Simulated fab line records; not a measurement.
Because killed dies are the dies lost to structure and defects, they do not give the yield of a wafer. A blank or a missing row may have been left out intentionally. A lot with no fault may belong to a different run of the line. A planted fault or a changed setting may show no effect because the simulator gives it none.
Check of tool commonality || flow berkeley_cmos170 || Sampled: 14 lots, 42 wafers

WHY IT WAS OPENED
Of 14 lots, 2 have the reading NWELL_OXIDE_THK flagged at UCB170_NWELL_THK_MEAS_02. Fault-free wafers read 26.7 nm, with a standard deviation of 0.47.
Rule: flag the lot when none of its wafers has a number, or when each of its wafers that has one lies beyond 4 standard deviations from that mean. All remaining lots are regarded as sound.

{"lot": "L428", "measured": "day 2 08:43", "on": "film_metro-02", "NWELL_OXIDE_THK (nm), wafer by wafer": "27.1 26.9 27.1", "flag": ""}
{"lot": "L430", "measured": "day 2 15:13", "on": "film_metro-04", "NWELL_OXIDE_THK (nm), wafer by wafer": "26.6 26.8 26.4", "flag": ""}
{"lot": "L432", "measured": "day 3 01:17", "on": "film_metro-01", "NWELL_OXIDE_THK (nm), wafer by wafer": "26.3 26.4 26.9", "flag": ""}
{"lot": "L433", "measured": "day 3 09:10", "on": "film_metro-01", "NWELL_OXIDE_THK (nm), wafer by wafer": "26.0 26.8 26.5", "flag": ""}
{"lot": "L436", "measured": "day 3 15:35", "on": "film_metro-04", "NWELL_OXIDE_THK (nm), wafer by wafer": "27.3 26.9 27.1", "flag": ""}
{"lot": "L435", "measured": "day 3 15:35", "on": "film_metro-02", "NWELL_OXIDE_THK (nm), wafer by wafer": "26.5 26.8 26.0", "flag": ""}
{"lot": "L443", "measured": "day 5 06:40", "on": "film_metro-04", "NWELL_OXIDE_THK (nm), wafer by wafer": "18.5 18.8 18.5", "flag": "FLAGGED"}
{"lot": "L444", "measured": "day 5 13:12", "on": "film_metro-01", "NWELL_OXIDE_THK (nm), wafer by wafer": "19.1 19.2 19.3", "flag": "FLAGGED"}
{"lot": "L447", "measured": "day 6 02:04", "on": "film_metro-04", "NWELL_OXIDE_THK (nm), wafer by wafer": "26.6 26.8 26.3", "flag": ""}
{"lot": "L446", "measured": "day 6 02:04", "on": "film_metro-02", "NWELL_OXIDE_THK (nm), wafer by wafer": "27.0 26.8 27.0", "flag": ""}
{"lot": "L448", "measured": "day 6 10:09", "on": "film_metro-01", "NWELL_OXIDE_THK (nm), wafer by wafer": "26.9 26.6 27.2", "flag": ""}
{"lot": "L449", "measured": "day 6 10:11", "on": "film_metro-04", "NWELL_OXIDE_THK (nm), wafer by wafer": "27.1 27.8 27.3", "flag": ""}
{"lot": "L451", "measured": "day 6 20:20", "on": "film_metro-04", "NWELL_OXIDE_THK (nm), wafer by wafer": "26.9 27.4 27.2", "flag": ""}
{"lot": "L450", "measured": "day 6 20:20", "on": "film_metro-02", "NWELL_OXIDE_THK (nm), wafer by wafer": "27.0 26.7 27.0", "flag": ""}
On average the flagged lots' numbers are 18.9 nm, which is -7.8 nm against the usual, or -17 standard deviations.

WHICH TOOL RAN EACH LOT
The record keeps 1 process step preceding the reading, out of 331 steps on the route. Every cell lists first the tool, next ch and the chambers used by the sampled wafers, and last the start.
{"lot": "L428", "flag": "", "UCB170_NWELL_OXIDATION_01": "furnace-01 ch 0, day 2 07:22"}
{"lot": "L430", "flag": "", "UCB170_NWELL_OXIDATION_01": "furnace-04 ch 0, day 2 13:52"}
{"lot": "L432", "flag": "", "UCB170_NWELL_OXIDATION_01": "furnace-02 ch 0, day 2 23:56"}
{"lot": "L433", "flag": "", "UCB170_NWELL_OXIDATION_01": "furnace-04 ch 0, day 3 07:49"}
{"lot": "L436", "flag": "", "UCB170_NWELL_OXIDATION_01": "furnace-01 ch 0, day 3 14:14"}
{"lot": "L435", "flag": "", "UCB170_NWELL_OXIDATION_01": "furnace-01 ch 0, day 3 14:14"}
{"lot": "L443", "flag": "FLAGGED", "UCB170_NWELL_OXIDATION_01": "furnace-01 ch 0, day 5 05:19"}
{"lot": "L444", "flag": "FLAGGED", "UCB170_NWELL_OXIDATION_01": "furnace-01 ch 0, day 5 11:50"}
{"lot": "L447", "flag": "", "UCB170_NWELL_OXIDATION_01": "furnace-04 ch 0, day 6 00:43"}
{"lot": "L446", "flag": "", "UCB170_NWELL_OXIDATION_01": "furnace-04 ch 0, day 6 00:43"}
{"lot": "L448", "flag": "", "UCB170_NWELL_OXIDATION_01": "furnace-04 ch 0, day 6 08:47"}
{"lot": "L449", "flag": "", "UCB170_NWELL_OXIDATION_01": "furnace-04 ch 0, day 6 08:47"}
{"lot": "L451", "flag": "", "UCB170_NWELL_OXIDATION_01": "furnace-04 ch 0, day 6 18:59"}
{"lot": "L450", "flag": "", "UCB170_NWELL_OXIDATION_01": "furnace-04 ch 0, day 6 18:59"}
What the steps here do:
- UCB170_NWELL_OXIDATION_01: target thk 26.4 nm, ox time 1260 s.
- UCB170_NWELL_THK_MEAS_02

FLAGGED AGAINST TOTAL, ONE TOOL AT A TIME (gauges that did the reading follow at the end)
{"step": "UCB170_NWELL_OXIDATION_01", "tool": "furnace-01", "lots run": 5, "flagged": 2, "share of the flagged lots": "all", "sound lots run after its first flagged lot": 0}
{"step": "UCB170_NWELL_OXIDATION_01", "tool": "furnace-02", "lots run": 1, "flagged": 0, "share of the flagged lots": "none", "sound lots run after its first flagged lot": "-"}
{"step": "UCB170_NWELL_OXIDATION_01", "tool": "furnace-04", "lots run": 8, "flagged": 0, "share of the flagged lots": "none", "sound lots run after its first flagged lot": "-"}
{"step": "UCB170_NWELL_THK_MEAS_02", "tool": "film_metro-01", "lots run": 4, "flagged": 1, "share of the flagged lots": "some", "sound lots run after its first flagged lot": "1 (L448)"}
{"step": "UCB170_NWELL_THK_MEAS_02", "tool": "film_metro-02", "lots run": 4, "flagged": 0, "share of the flagged lots": "none", "sound lots run after its first flagged lot": "-"}
{"step": "UCB170_NWELL_THK_MEAS_02", "tool": "film_metro-04", "lots run": 6, "flagged": 1, "share of the flagged lots": "some", "sound lots run after its first flagged lot": "3 (L447,L449,L451)"}

WHAT THE TABLE ALLOWS
In the table, 1 row covers all flagged lots: furnace-01 at UCB170_NWELL_OXIDATION_01.
- furnace-01 at UCB170_NWELL_OXIDATION_01: 2 of its 5 lots flagged. A fault beginning between L435 (day 3 14:14), its last sound lot, and L443 (day 5 05:19), its first flagged one, fits the data.
Just one tool remains: furnace-01 at UCB170_NWELL_OXIDATION_01.

WHAT THE SIMULATOR PUT IN
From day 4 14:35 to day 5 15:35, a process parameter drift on furnace-01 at UCB170_NWELL_OXIDATION_01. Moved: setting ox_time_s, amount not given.
Shown lots that were struck: L443, L444. The rule given above showed the same thing.
